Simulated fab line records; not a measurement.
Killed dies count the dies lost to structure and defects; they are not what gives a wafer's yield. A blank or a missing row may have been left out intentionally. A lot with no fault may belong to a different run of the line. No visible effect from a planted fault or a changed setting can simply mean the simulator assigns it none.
One fault through the eyes of 2 desks -- flow berkeleyCmos170 -- every desk sees just its own numbers, and what lay behind them comes last

## METROLOGY DESK
Means of the sampled wafers that have a number, per lot and without regard to the tool the lot ran on: this is what the gauges read. If a lot's mean is further than 4 standard deviations from the usual mean, the lot is out of limits and carries the mark OUT (the distance appears in the brackets).
Columns: A = GATE_OVL at UCB170_GATE_OVL_MEAS_13, usual -3 nm; B = cdNm at UCB170_CONTACT_CD_MEAS_15, usual 700.6 nm; C = CONTACT_OVL at UCB170_CONTACT_OVL_MEAS_16, usual 4 nm
lot,first seen here,A,B,C
L442,day 7 15:16,-7,701.5,10
L443,day 8 02:13,3,698.8,2
L445,day 8 02:26,-10,700.9,5
L444,day 8 02:33,-5,700.9,6
L447,day 8 17:01,-2,701.0,3
L448,day 8 17:04,-6,699.7,2
L449,day 9 01:13,-13,698.6,6
L455,day 10 03:19,-3,699.0,12
L456,day 10 17:00,-4,701.7,3
L459,day 11 03:05,0,700.0,12
L458,day 11 03:49,5,700.5,8
L464,day 12 13:35,-11,702.1,3
L465,day 12 16:53,4,700.3,-0
Finding of this desk: none of the 13 lots has anything out of limits.

## FOR THE TOOL OWNER'S DESK: krfScanner-02
The tool's own readings at UCB170_NWELL_EXPOSE_09 (exposes mask NWELL, target cd 3000 nm): means of the sampled wafers that have a number, for each lot that ran on this tool. If a lot's mean is further than 4 standard deviations from the usual mean, the lot is out of limits and carries the mark OUT (the distance appears in the brackets).
Columns: A = exposureDoseMJCm2 at UCB170_NWELL_EXPOSE_09, usual 25.002; B = reticleTempC at UCB170_NWELL_EXPOSE_09, usual 23.01 C
lot,first seen here,A,B
L442,day 2 13:54,24.991,22.94
L445,day 3 04:11,24.996,23.07
L448,day 3 11:51,30.718 (+99 or more) OUT,23.01
L449,day 4 05:43,30.753 (+99 or more) OUT,23.14
Finding of this desk: L448, L449 out of limits; the first was L448 at day 3 11:51, on exposureDoseMJCm2 at UCB170_NWELL_EXPOSE_09. L442, L445: within limits.

## BROUGHT TOGETHER
On L448, L449, at day 3 11:51, an alarm was possible from the tool owner's desk.
At the metrology desk, nothing out of limits was observed.
The metrology desk holds a record of L448, L449, inside its limits.
On krfScanner-02, each named lot ran UCB170_NWELL_EXPOSE_09.

## WHAT HAD BEEN PUT IN BY THE SIMULATOR
Process parameters drifting: krfScanner-02 at UCB170_NWELL_EXPOSE_09, beginning at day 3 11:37. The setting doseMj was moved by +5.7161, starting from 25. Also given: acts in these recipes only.
Lots struck among those shown: L448, L449.
Hours from the fault's start to each desk's first reading out of limits: the tool owner's desk, 0.
